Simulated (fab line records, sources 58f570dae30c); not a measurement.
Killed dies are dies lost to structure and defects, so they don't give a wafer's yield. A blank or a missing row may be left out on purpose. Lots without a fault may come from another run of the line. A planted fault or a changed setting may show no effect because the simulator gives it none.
Which tool did it? | flow berkeley_cmos170 | 13 lots, 39 wafers sampled, at 5 steps of a route of 331

WHAT THE GAUGES READ, wafer by wafer
UCB170_START_BOW_MEAS_00. Usual: INCOMING_BOW -1 um, standard deviation 6.
lot  | measured    | on            | INCOMING_BOW (um) | flag
L198 | day 1 10:01 | film_metro-03 | -2 -6 2           |
L199 | day 1 15:01 | film_metro-03 | -3 -6 -5          |
L200 | day 1 20:01 | film_metro-02 | 5 -5 -1           |
L205 | day 2 21:00 | film_metro-02 | 4 -12 -11         |
L206 | day 3 02:02 | film_metro-03 | -5 4 2            |
L207 | day 3 07:00 | film_metro-01 | 4 6 8             |
L208 | day 3 12:02 | film_metro-03 | 4 2 -10           |
L210 | day 3 22:04 | film_metro-02 | -4 7 -11          |
L211 | day 4 03:02 | film_metro-03 | -3 -1 2           |
L214 | day 4 18:02 | film_metro-03 | 1 -13 0           |
L219 | day 5 19:01 | film_metro-02 | 0 -10 7           |
L220 | day 6 00:00 | film_metro-01 | -1 0 -12          |
L221 | day 6 05:00 | film_metro-01 | 3 -1 -4           |

UCB170_WELLDRIVE_THK_MEAS_02. Usual: WELLDRIVE_OXIDE_THK 200 nm, standard deviation 4.4.
lot  | measured    | on            | WELLDRIVE_OXIDE_THK (nm) | flag
L198 | day 3 14:07 | film_metro-04 | 195 200 194              |
L199 | day 3 18:01 | film_metro-02 | 202 198 195              |
L200 | day 3 18:00 | film_metro-03 | 202 200 205              |
L205 | day 5 03:49 | film_metro-02 | 203 204 203              |
L206 | day 5 11:51 | film_metro-04 | 204 204 208              |
L207 | day 5 11:50 | film_metro-03 | 203 200 200              |
L208 | day 5 22:43 | film_metro-04 | 204 201 201              |
L210 | day 6 07:32 | film_metro-03 | 199 202 202              |
L211 | day 6 07:31 | film_metro-04 | 204 202 205              |
L214 | day 7 01:07 | film_metro-04 | 195 196 195              |
L219 | day 7 21:59 | film_metro-04 | 195 193 195              |
L220 | day 8 04:28 | film_metro-02 | 197 199 198              |
L221 | day 8 04:28 | film_metro-04 | 201 199 197              |

UCB170_ACTIVE_CD_MEAS_13: target cd 1200 nm. Usual: cd_nm 1199.9 nm, standard deviation 1.6.
lot  | measured    | on        | cd_nm (nm)           | flag
L198 | day 4 08:34 | cd_sem-02 | 1201.5 1201.0 1199.6 |
L199 | day 4 16:41 | cd_sem-01 | 1200.2 1201.6 1199.4 |
L200 | day 4 16:31 | cd_sem-02 | 1199.7 1200.9 1199.8 |
L205 | day 5 19:35 | cd_sem-01 | 1201.0 1201.6 1200.9 |
L206 | day 6 07:04 | cd_sem-01 | 1199.8 1199.6 1199.6 |
L207 | day 6 06:46 | cd_sem-02 | 1196.1 1197.1 1197.6 |
L208 | day 6 14:47 | cd_sem-02 | 1201.3 1201.7 1200.4 |
L210 | day 6 23:52 | cd_sem-01 | 1201.5 1201.4 1201.5 |
L211 | day 6 23:44 | cd_sem-02 | 1381.2 1379.9 1379.5 | OFF
L214 | day 7 14:50 | cd_sem-01 | 1198.8 1199.0 1200.4 |
L219 | day 8 13:10 | cd_sem-02 | 1198.7 1199.2 1198.7 |
L220 | day 8 19:46 | cd_sem-01 | 1197.6 1196.6 1197.3 |
L221 | day 8 19:59 | cd_sem-01 | 1200.7 1199.9 1200.1 |

UCB170_ACTIVE_OVL_MEAS_14. Usual: ACTIVE_OVL 0 nm, standard deviation 5.8.
lot  | measured    | on         | ACTIVE_OVL (nm) | flag
L198 | day 4 08:41 | overlay-02 | 5 12 4          |
L199 | day 4 16:47 | overlay-02 | 4 -6 1          |
L200 | day 4 16:38 | overlay-01 | 1 -1 -1         |
L205 | day 5 19:42 | overlay-01 | -8 -4 -5        |
L206 | day 6 07:10 | overlay-01 | 3 7 -3          |
L207 | day 6 06:53 | overlay-01 | 0 0 5           |
L208 | day 6 14:53 | overlay-01 | 0 -5 -6         |
L210 | day 6 23:57 | overlay-01 | 10 -3 7         |
L211 | day 6 23:50 | overlay-02 | -6 -2 3         |
L214 | day 7 14:55 | overlay-01 | -9 -2 -7        |
L219 | day 8 13:17 | overlay-01 | 4 2 -4          |
L220 | day 8 19:53 | overlay-02 | 9 -1 4          |
L221 | day 8 20:07 | overlay-01 | -2 -2 2         |

WHICH TOOL RAN EACH LOT (tool, then ch and the chambers of the sampled wafers, then the start)
lot  | UCB170_ACTIVE_EXPOSE_10
L198 | krf_scanner-02 ch 0, day 4 07:56
L199 | krf_scanner-01 ch 0, day 4 15:59
L200 | krf_scanner-02 ch 0, day 4 15:41
L205 | krf_scanner-02 ch 0, day 5 18:52
L206 | krf_scanner-02 ch 0, day 6 06:24
L207 | krf_scanner-02 ch 0, day 6 06:02
L208 | krf_scanner-02 ch 0, day 6 13:58
L210 | krf_scanner-02 ch 0, day 6 23:29
L211 | krf_scanner-02 ch 0, day 6 23:20
L214 | krf_scanner-01 ch 0, day 7 14:17
L219 | krf_scanner-01 ch 0, day 8 12:47
L220 | krf_scanner-01 ch 0, day 8 18:43
L221 | krf_scanner-01 ch 0, day 8 18:50
- UCB170_ACTIVE_EXPOSE_10: exposes mask ACTIVE, target cd 1200 nm.

WHAT THE TOOLS THEMSELVES READ (means of the sampled wafers that have a number; where no wafer has one, the mark that the record gives instead)
The record holds no such reading with a usual standard deviation.

THE ANSWER, worked out from the rows above alone
Rule: a lot is off if the mean of its wafers that have a number lies more than 3 standard deviations from the usual mean. A lot without any number at a reading at which 4 lots or more have one is off too. The other lots that the step has rows for count as sound. The gauges are gone through in route order, then the tools' own readings, and for those a lot's mean is taken as printed above. The first step at which some lot is off is used, and at that step the reading that is off furthest; a lot without a number counts as furthest.
Off: L211, at UCB170_ACTIVE_CD_MEAS_13 (cd_nm).
A tool fits if, at a process step before that reading, it ran every lot that is off, and no sound lot after the first of them. The gauges at UCB170_ACTIVE_CD_MEAS_13 are tried like those tools. None of those tried fits.

WHAT THE SIMULATOR HAD PUT IN
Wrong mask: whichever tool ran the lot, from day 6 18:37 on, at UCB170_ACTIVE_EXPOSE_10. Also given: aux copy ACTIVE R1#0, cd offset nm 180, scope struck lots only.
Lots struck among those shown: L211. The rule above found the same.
